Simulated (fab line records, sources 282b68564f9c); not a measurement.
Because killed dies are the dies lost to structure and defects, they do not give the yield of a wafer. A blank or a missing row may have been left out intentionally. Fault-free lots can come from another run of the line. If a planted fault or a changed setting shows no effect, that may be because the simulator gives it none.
fab line records :: flow rit_cmos
[record]
  lots = 6
  wafers = 18
  last_day = 7
route steps=202 shown REOX@99 NLDD@103 M1@202
lots that met no fault: taken from a fault-free run of the same line
start_h: the number of hours between the record's first day and the start of the first shown wafer of the lot :: wait_h: hours elapsed since this lot's preceding step :: " as in the row above :: L1.1+2: a row that stands for several wafers :: - value missing, or start not given :: * or withheld: withheld :: < > ~ a bound
route shown NAME@n: names a module that has steps shown in the file, with the first one's number in the route :: usual: average and standard deviation across the fault-free wafers :: same: alike in all rows :: chamber/n: place in a boat :: sites: each site's reading :: _std_site: the standard deviation of these :: _edge_site: outer sites' mean less inner sites' :: radius_mm: for every site, how far away it sits from the centre of the wafer :: mask NAME#n: copy n :: behind: the last tool/chamber to shape the wafer :: hold: what put the lot on hold/how long, in hours/how the hold closed :: device: names the non-switching transistor (n, p or np) :: end of line: the same wafers' tests at the end of the route :: step lacking rows: just its recipe :: killed: at the first sort, the dies lost to defects and structure; wafer yield is something else :: map: a wafer's dies, marking killed ones x, the rest . and places with no die _
set.NAME: the setting that was run; set.NAME@STEP: the one run at that earlier step :: model.NAME: the simulator's own value behind a step, which no gauge read
lots seen at some steps along the route; tables by step, rows by wafer
services: when a tool's chamber went out of use (start_h, in hours from the record's first day, below 0 if earlier), for how many hours, and the reason
[[steps]]
[step RIT_REOX_CLEAN_01]
[recipe]
  chemistry = dHF
  dilution = 50:1
  time_s = 30
[step RIT_REOX_CLEAN_02]
[recipe]
  chemistry = SC2
  mix = 3:3:50
  time_s = 600
  temp_c = 75
  dry = n2_spin
[step RIT_REOX_OXIDATION_03]
[recipe]
  temp_c = 900
  ambient = O2
  target_thk_a = 252
  ox_time_s = 5580
[step RIT_REOX_THK_MEAS_04]
[recipe]
  reads = SiO2_of_REOX_OXIDATION_03
[usual]
  REOX_OXIDE_THK = 25.1/0.39
lot.wafer: L546.2
tool: film_metro-04
chamber: -
start_h: 59.76
wait_h: 0.0
REOX_OXIDE_THK[nm]: 24.7

lot.wafer: L546.5
tool: film_metro-04
chamber: -
start_h: 59.76
wait_h: 0.0
REOX_OXIDE_THK[nm]: 25.0

lot.wafer: L546.6
tool: film_metro-04
chamber: -
start_h: 59.76
wait_h: 0.0
REOX_OXIDE_THK[nm]: 24.6

lot.wafer: L547.1
tool: film_metro-04
chamber: -
start_h: 64.09
wait_h: 0.0
REOX_OXIDE_THK[nm]: 24.7

lot.wafer: L547.5
tool: film_metro-04
chamber: -
start_h: 64.09
wait_h: 0.0
REOX_OXIDE_THK[nm]: 24.5

lot.wafer: L547.6
tool: film_metro-04
chamber: -
start_h: 64.09
wait_h: 0.0
REOX_OXIDE_THK[nm]: 24.6

lot.wafer: L553.2
tool: film_metro-03
chamber: -
start_h: 89.61
wait_h: 0.0
REOX_OXIDE_THK[nm]: 25.9

lot.wafer: L553.5
tool: film_metro-03
chamber: -
start_h: 89.61
wait_h: 0.0
REOX_OXIDE_THK[nm]: 25.5

lot.wafer: L553.6
tool: film_metro-03
chamber: -
start_h: 89.61
wait_h: 0.0
REOX_OXIDE_THK[nm]: 26.0

lot.wafer: L554.1
tool: film_metro-03
chamber: -
start_h: 91.37
wait_h: 0.0
REOX_OXIDE_THK[nm]: 25.6

lot.wafer: L554.2
tool: film_metro-03
chamber: -
start_h: 91.37
wait_h: 0.0
REOX_OXIDE_THK[nm]: 25.3

lot.wafer: L554.4
tool: film_metro-03
chamber: -
start_h: 91.37
wait_h: 0.0
REOX_OXIDE_THK[nm]: 24.7

lot.wafer: L560.3
tool: film_metro-03
chamber: -
start_h: 121.23
wait_h: 0.0
REOX_OXIDE_THK[nm]: 25.4

lot.wafer: L560.4
tool: film_metro-03
chamber: -
start_h: 121.23
wait_h: 0.0
REOX_OXIDE_THK[nm]: 25.3

lot.wafer: L560.6
tool: film_metro-03
chamber: -
start_h: 121.23
wait_h: 0.0
REOX_OXIDE_THK[nm]: 25.4

lot.wafer: L566.1
tool: film_metro-03
chamber: -
start_h: 150.24
wait_h: 0.0
REOX_OXIDE_THK[nm]: 24.7

lot.wafer: L566.3
tool: film_metro-03
chamber: -
start_h: 150.24
wait_h: 0.0
REOX_OXIDE_THK[nm]: 24.6

lot.wafer: L566.4
tool: film_metro-03
chamber: -
start_h: 150.24
wait_h: 0.0
REOX_OXIDE_THK[nm]: 24.4
[step RIT_NLDD_HMDS_00]
[recipe]
  prime_time_s = 60
  prime_temp_c = 140
[step RIT_NLDD_COAT_01]
[recipe]
  resist = NOVOLAK
  spin_rpm = 3250
  resist_thk_nm = 1000
[step RIT_NLDD_SOFTBAKE_02]
[recipe]
  resist = NOVOLAK
  temp_c = 90
  time_s = 60
[step RIT_NLDD_EXPOSE_03]
[recipe]
  mask_id = M7
  na = 0.57
  target_cd_nm = 40700
  dose_mj = 250
[step RIT_NLDD_PEB_04]
[recipe]
  resist = NOVOLAK
  temp_c = withheld
  time_s = withheld
[step RIT_NLDD_DEVELOP_05]
[recipe]
  resist = NOVOLAK
  develop_time_s = 50
  dev_temp_c = 23
[step RIT_NLDD_OVL_MEAS_06]
[usual]
  NLDD_OVL = 1.4/1.4
lot.wafer: L546.2
tool: overlay-02
chamber: -
start_h: 60.77
wait_h: -
NLDD_OVL[nm]: 2.0

lot.wafer: L546.5
tool: overlay-02
chamber: -
start_h: 60.77
wait_h: -
NLDD_OVL[nm]: 2.5

lot.wafer: L546.6
tool: overlay-02
chamber: -
start_h: 60.77
wait_h: -
NLDD_OVL[nm]: 1.6

lot.wafer: L547.1
tool: overlay-02
chamber: -
start_h: 65.12
wait_h: -
NLDD_OVL[nm]: 4.1

lot.wafer: L547.5
tool: overlay-02
chamber: -
start_h: 65.12
wait_h: -
NLDD_OVL[nm]: 2.9

lot.wafer: L547.6
tool: overlay-02
chamber: -
start_h: 65.12
wait_h: -
NLDD_OVL[nm]: 2.0

lot.wafer: L553.2
tool: overlay-01
chamber: -
start_h: 90.68
wait_h: -
NLDD_OVL[nm]: 0.6

lot.wafer: L553.5
tool: overlay-01
chamber: -
start_h: 90.68
wait_h: -
NLDD_OVL[nm]: 1.3

lot.wafer: L553.6
tool: overlay-01
chamber: -
start_h: 90.68
wait_h: -
NLDD_OVL[nm]: 0.9

lot.wafer: L554.1
tool: overlay-01
chamber: -
start_h: 92.50
wait_h: -
NLDD_OVL[nm]: 2.5

lot.wafer: L554.2
tool: overlay-01
chamber: -
start_h: 92.50
wait_h: -
NLDD_OVL[nm]: 0.8

lot.wafer: L554.4
tool: overlay-01
chamber: -
start_h: 92.50
wait_h: -
NLDD_OVL[nm]: 2.0

lot.wafer: L560.3
tool: overlay-01
chamber: -
start_h: 122.26
wait_h: -
NLDD_OVL[nm]: -2.3

lot.wafer: L560.4
tool: overlay-01
chamber: -
start_h: 122.26
wait_h: -
NLDD_OVL[nm]: -2.1

lot.wafer: L560.6
tool: overlay-01
chamber: -
start_h: 122.26
wait_h: -
NLDD_OVL[nm]: -2.2

lot.wafer: L566.1
tool: overlay-01
chamber: -
start_h: 151.30
wait_h: -
NLDD_OVL[nm]: 4.1

lot.wafer: L566.3
tool: overlay-01
chamber: -
start_h: 151.30
wait_h: -
NLDD_OVL[nm]: 1.4

lot.wafer: L566.4
tool: overlay-01
chamber: -
start_h: 151.30
wait_h: -
NLDD_OVL[nm]: 2.6
[step RIT_NLDD_HARDBAKE_07]
[recipe]
  resist = NOVOLAK
  temp_c = 140
  time_s = 60
[step RIT_NLDD_IMPLANT_08]
[recipe]
  species = P
  energy_kev = 20
  dose_cm2 = 5e+14
  tilt_deg = 7
[usual]
  beam_energy_keV = 20.000/0.006
lot.wafer: L546.2
tool: implanter-02
chamber: 0
start_h: 60.98
wait_h: 0.1
beam_energy_keV: 19.995
model.implant.rp_nm: 28.63
model.implant.drp_nm: 12.97

lot.wafer: L546.5
tool: implanter-02
chamber: 0
start_h: 60.98
wait_h: 0.1
beam_energy_keV: 19.999
model.implant.rp_nm: 28.63
model.implant.drp_nm: 12.97

lot.wafer: L546.6
tool: implanter-02
chamber: 0
start_h: 60.98
wait_h: 0.1
beam_energy_keV: 20.004
model.implant.rp_nm: 28.63
model.implant.drp_nm: 12.97

lot.wafer: L547.1
tool: implanter-03
chamber: 0
start_h: 65.31
wait_h: 0.1
beam_energy_keV: 20.002
model.implant.rp_nm: 28.03
model.implant.drp_nm: 12.97

lot.wafer: L547.5
tool: implanter-03
chamber: 0
start_h: 65.31
wait_h: 0.1
beam_energy_keV: 19.996
model.implant.rp_nm: 28.03
model.implant.drp_nm: 12.97

lot.wafer: L547.6
tool: implanter-03
chamber: 0
start_h: 65.31
wait_h: 0.1
beam_energy_keV: 20.006
model.implant.rp_nm: 28.03
model.implant.drp_nm: 12.97

lot.wafer: L553.2
tool: implanter-02
chamber: 0
start_h: 90.88
wait_h: 0.1
beam_energy_keV: 21.061
model.implant.rp_nm: 29.18
model.implant.drp_nm: 13.37

lot.wafer: L553.5
tool: implanter-02
chamber: 0
start_h: 90.88
wait_h: 0.1
beam_energy_keV: 21.055
model.implant.rp_nm: 29.18
model.implant.drp_nm: 13.37

lot.wafer: L553.6
tool: implanter-02
chamber: 0
start_h: 90.88
wait_h: 0.1
beam_energy_keV: 21.056
model.implant.rp_nm: 29.18
model.implant.drp_nm: 13.37

lot.wafer: L554.1
tool: implanter-02
chamber: 0
start_h: 92.69
wait_h: 0.1
beam_energy_keV: 21.047
model.implant.rp_nm: 29.55
model.implant.drp_nm: 13.37

lot.wafer: L554.2
tool: implanter-02
chamber: 0
start_h: 92.69
wait_h: 0.1
beam_energy_keV: 21.053
model.implant.rp_nm: 29.55
model.implant.drp_nm: 13.37

lot.wafer: L554.4
tool: implanter-02
chamber: 0
start_h: 92.69
wait_h: 0.1
beam_energy_keV: 21.047
model.implant.rp_nm: 29.55
model.implant.drp_nm: 13.37

lot.wafer: L560.3
tool: implanter-03
chamber: 0
start_h: 122.48
wait_h: 0.1
beam_energy_keV: 20.002
model.implant.rp_nm: 29
model.implant.drp_nm: 12.97

lot.wafer: L560.4
tool: implanter-03
chamber: 0
start_h: 122.48
wait_h: 0.1
beam_energy_keV: 19.997
model.implant.rp_nm: 29
model.implant.drp_nm: 12.97

lot.wafer: L560.6
tool: implanter-03
chamber: 0
start_h: 122.48
wait_h: 0.1
beam_energy_keV: 20.000
model.implant.rp_nm: 29
model.implant.drp_nm: 12.97

lot.wafer: L566.1
tool: implanter-03
chamber: 0
start_h: 151.48
wait_h: 0.1
beam_energy_keV: 19.999
model.implant.rp_nm: 27.71
model.implant.drp_nm: 12.97

lot.wafer: L566.3
tool: implanter-03
chamber: 0
start_h: 151.48
wait_h: 0.1
beam_energy_keV: 19.998
model.implant.rp_nm: 27.71
model.implant.drp_nm: 12.97

lot.wafer: L566.4
tool: implanter-03
chamber: 0
start_h: 151.48
wait_h: 0.1
beam_energy_keV: 19.993
model.implant.rp_nm: 27.71
model.implant.drp_nm: 12.97
[step RIT_NLDD_STRIP_09]
[recipe]
  chemistry = O2
  time_s = 180
  resist = NOVOLAK
  platen_temp_c = withheld
  power_w = 500
  pressure_mtorr = 4000
  o2_flow_sccm = 4000
[usual]
  chamber_pressure_mTorr = 4000/3.4
  drypump_motor_current_A = 5.8/0.65
lot.wafer: L546.2
tool: plasma_asher-02
chamber: 1
start_h: 61.10
wait_h: 0.1
chamber_pressure_mTorr: 3991
drypump_motor_current_A: 5.0
rf_hours_counter_h: 40

lot.wafer: L546.5
tool: plasma_asher-02
chamber: 0
start_h: 61.10
wait_h: 0.1
chamber_pressure_mTorr: 3997
drypump_motor_current_A: 5.3
rf_hours_counter_h: -

lot.wafer: L546.6
tool: plasma_asher-02
chamber: 1
start_h: 61.10
wait_h: 0.1
chamber_pressure_mTorr: 3999
drypump_motor_current_A: 5.0
rf_hours_counter_h: -

lot.wafer: L547.1
tool: plasma_asher-02
chamber: 0
start_h: 65.46
wait_h: 0.1
chamber_pressure_mTorr: 4005
drypump_motor_current_A: 5.3
rf_hours_counter_h: 41

lot.wafer: L547.5
tool: plasma_asher-02
chamber: 1
start_h: 65.46
wait_h: 0.1
chamber_pressure_mTorr: 3999
drypump_motor_current_A: 5.0
rf_hours_counter_h: -

lot.wafer: L547.6
tool: plasma_asher-02
chamber: 0
start_h: 65.46
wait_h: 0.1
chamber_pressure_mTorr: 3999
drypump_motor_current_A: 5.3
rf_hours_counter_h: -

lot.wafer: L553.2
tool: plasma_asher-04
chamber: 0
start_h: 91.01
wait_h: 0.1
chamber_pressure_mTorr: 4000
drypump_motor_current_A: 6.6
rf_hours_counter_h: 31

lot.wafer: L553.5
tool: plasma_asher-04
chamber: 0
start_h: 91.01
wait_h: 0.1
chamber_pressure_mTorr: 3999
drypump_motor_current_A: 6.6
rf_hours_counter_h: -

lot.wafer: L553.6
tool: plasma_asher-04
chamber: 1
start_h: 91.01
wait_h: 0.1
chamber_pressure_mTorr: 4002
drypump_motor_current_A: 5.7
rf_hours_counter_h: -

lot.wafer: L554.1
tool: plasma_asher-02
chamber: 0
start_h: 92.84
wait_h: 0.1
chamber_pressure_mTorr: 4005
drypump_motor_current_A: 5.3
rf_hours_counter_h: 44

lot.wafer: L554.2
tool: plasma_asher-02
chamber: 1
start_h: 92.84
wait_h: 0.1
chamber_pressure_mTorr: 3998
drypump_motor_current_A: 5.0
rf_hours_counter_h: 44

lot.wafer: L554.4
tool: plasma_asher-02
chamber: 1
start_h: 92.84
wait_h: 0.1
chamber_pressure_mTorr: 4002
drypump_motor_current_A: 5.0
rf_hours_counter_h: -

lot.wafer: L560.3
tool: plasma_asher-03
chamber: 0
start_h: 122.64
wait_h: 0.1
chamber_pressure_mTorr: 3996
drypump_motor_current_A: 6.6
rf_hours_counter_h: -

lot.wafer: L560.4
tool: plasma_asher-03
chamber: 1
start_h: 122.64
wait_h: 0.1
chamber_pressure_mTorr: 3994
drypump_motor_current_A: 6.2
rf_hours_counter_h: -

lot.wafer: L560.6
tool: plasma_asher-03
chamber: 0
start_h: 122.64
wait_h: 0.1
chamber_pressure_mTorr: 4002
drypump_motor_current_A: 6.6
rf_hours_counter_h: -

lot.wafer: L566.1
tool: plasma_asher-04
chamber: 1
start_h: 151.63
wait_h: 0.1
chamber_pressure_mTorr: 4008
drypump_motor_current_A: 5.7
rf_hours_counter_h: 38

lot.wafer: L566.3
tool: plasma_asher-04
chamber: 0
start_h: 151.63
wait_h: 0.1
chamber_pressure_mTorr: 4000
drypump_motor_current_A: 6.6
rf_hours_counter_h: -

lot.wafer: L566.4
tool: plasma_asher-04
chamber: 1
start_h: 151.63
wait_h: 0.1
chamber_pressure_mTorr: 3994
drypump_motor_current_A: 5.7
rf_hours_counter_h: -
[step RIT_M1_PROBE_99]
[usual]
  killed_at_front_end = 7/3
  killed_dies = 8/3
  killed_open = 3.7/2
  killed_short = 3.8/2.1
[same]
  gross_dies = 264
  killed_at_M0_to_M3 = 0
  killed_at_M4_up = 0
  killed_at_back_side = 0
  killed_at_contacts = 0
  killed_at_other = 0
lot.wafer: L546.2
tool: prober-01
chamber: -
start_h: 77.13
wait_h: 0.1
killed_at_front_end: 3
killed_dies: 3
killed_open: 0
killed_short: 3

lot.wafer: L546.5
tool: prober-01
chamber: -
start_h: 77.28
wait_h: 0.2
killed_at_front_end: 15
killed_dies: 15
killed_open: 8
killed_short: 7

lot.wafer: L546.6
tool: prober-01
chamber: -
start_h: 77.33
wait_h: 0.2
killed_at_front_end: 10
killed_dies: 10
killed_open: 4
killed_short: 6

lot.wafer: L554.1
tool: prober-01
chamber: -
start_h: 108.67
wait_h: 0.1
killed_at_front_end: 6
killed_dies: 6
killed_open: 2
killed_short: 4

lot.wafer: L554.2
tool: prober-01
chamber: -
start_h: 108.72
wait_h: 0.1
killed_at_front_end: 13
killed_dies: 13
killed_open: 7
killed_short: 6

lot.wafer: L554.4
tool: prober-01
chamber: -
start_h: 108.82
wait_h: 0.2
killed_at_front_end: 4
killed_dies: 4
killed_open: 1
killed_short: 3

lot.wafer: L560.3
tool: prober-01
chamber: -
start_h: 138.77
wait_h: 0.2
killed_at_front_end: 9
killed_dies: 9
killed_open: 5
killed_short: 4

lot.wafer: L560.4
tool: prober-01
chamber: -
start_h: 138.82
wait_h: 0.2
killed_at_front_end: 11
killed_dies: 11
killed_open: 4
killed_short: 7

lot.wafer: L560.6
tool: prober-01
chamber: -
start_h: 138.92
wait_h: 0.2
killed_at_front_end: 5
killed_dies: 5
killed_open: 2
killed_short: 3
// killed by level:class
L546.2 GATE:geometric_particle:short=1 SPACER:geometric_particle:short=1 SILICIDE:geometric_particle:short=1
L546.5 GATE:geometric_particle:open=4 SPACER:geometric_particle:short=3 REOX:geometric_particle:short=2 SPACER:geometric_particle:open=2 FOX2:geometric_particle:short=1 REOX:geometric_particle:open=1 SILICIDE:geometric_particle:open=1 SILICIDE:geometric_particle:short=1
L546.6 GATE:geometric_particle:short=3 REOX:geometric_particle:open=3 FOX1:geometric_particle:short=1 FOX2:geometric_particle:short=1 SPACER:geometric_particle:short=1 SPACER:geometric_particle:open=1
L554.1 SILICIDE:geometric_particle:short=3 GATE:geometric_particle:short=1 REOX:geometric_particle:open=1 SILICIDE:geometric_particle:open=1
L554.2 FOX2:geometric_particle:open=2 GATE:geometric_particle:short=2 GATE:geometric_particle:open=2 SILICIDE:geometric_particle:open=2 SILICIDE:geometric_particle:short=2 FOX1:geometric_particle:short=1 REOX:geometric_particle:short=1 REOX:geometric_particle:open=1
L554.4 SPACER:geometric_particle:short=2 FOX1:geometric_particle:open=1 FOX2:geometric_particle:short=1
L560.3 GATE:geometric_particle:short=2 SPACER:geometric_particle:open=2 SILICIDE:geometric_particle:open=2 FOX1:geometric_particle:short=1 GATE:geometric_particle:open=1 SILICIDE:geometric_particle:short=1
L560.4 GATE:geometric_particle:short=4 GATE:geometric_particle:open=2 REOX:geometric_particle:short=2 FOX2:geometric_particle:open=1 SILICIDE:geometric_particle:open=1 SILICIDE:geometric_particle:short=1
L560.6 FOX2:geometric_particle:short=1 FOX2:geometric_particle:open=1 GATE:geometric_particle:short=1 GATE:geometric_particle:open=1 SILICIDE:geometric_particle:short=1
[[services]]
tool: plasma_asher-03
chamber: -
start_h: 53.22
hours: 1.4
kind: repair

tool: implanter-02
chamber: -
start_h: 61.10
hours: 4.6
kind: pm

tool: plasma_asher-03
chamber: -
start_h: 116.76
hours: 2.8
kind: pm

tool: plasma_asher-02
chamber: -
start_h: 147.75
hours: 0.7
kind: repair

tool: implanter-02
chamber: -
start_h: 148.79
hours: 4.7
kind: repair
[[key]]
[first_sign]
  step = RIT_NLDD_IMPLANT_08
  reading = beam_energy_keV
  direction = up
  sigmas = 99+
  usual = 20.000
  struck = 21.053
effect none on later readings
[model_effect]
  step = RIT_NLDD_IMPLANT_08
  value = implant.rp_nm
  without = 28.37
  struck = 29.37
met_at RIT_NLDD_IMPLANT_08
struck_wafers L553.2,L553.5,L553.6,L554.1,L554.2,L554.4
rows_end L553.2,L553.5,L553.6
tester_left_out L554
onset_between 60.98 90.88
[fault]
  kind = process_parameter_drift
  tool = implanter-02
  chamber = -
  onset_h = 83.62
  steps = RIT_NLDD_IMPLANT_08
  channel = energy_kev
  offset = 1.0494
  shape = step
  end_h = 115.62
  acts_in = these_recipes_only
  stated = 20
// tester_left_out: of these lots the tester's yield and bins aren't shown, on N5 and GAA mostly nor the transistor test; their killed dies are dies lost to structure and defects alone, not to doping, threshold or leakage, so they don't give the yield
// rows_end: these wafers met a further fault down the route, and their rows from its step on are left out
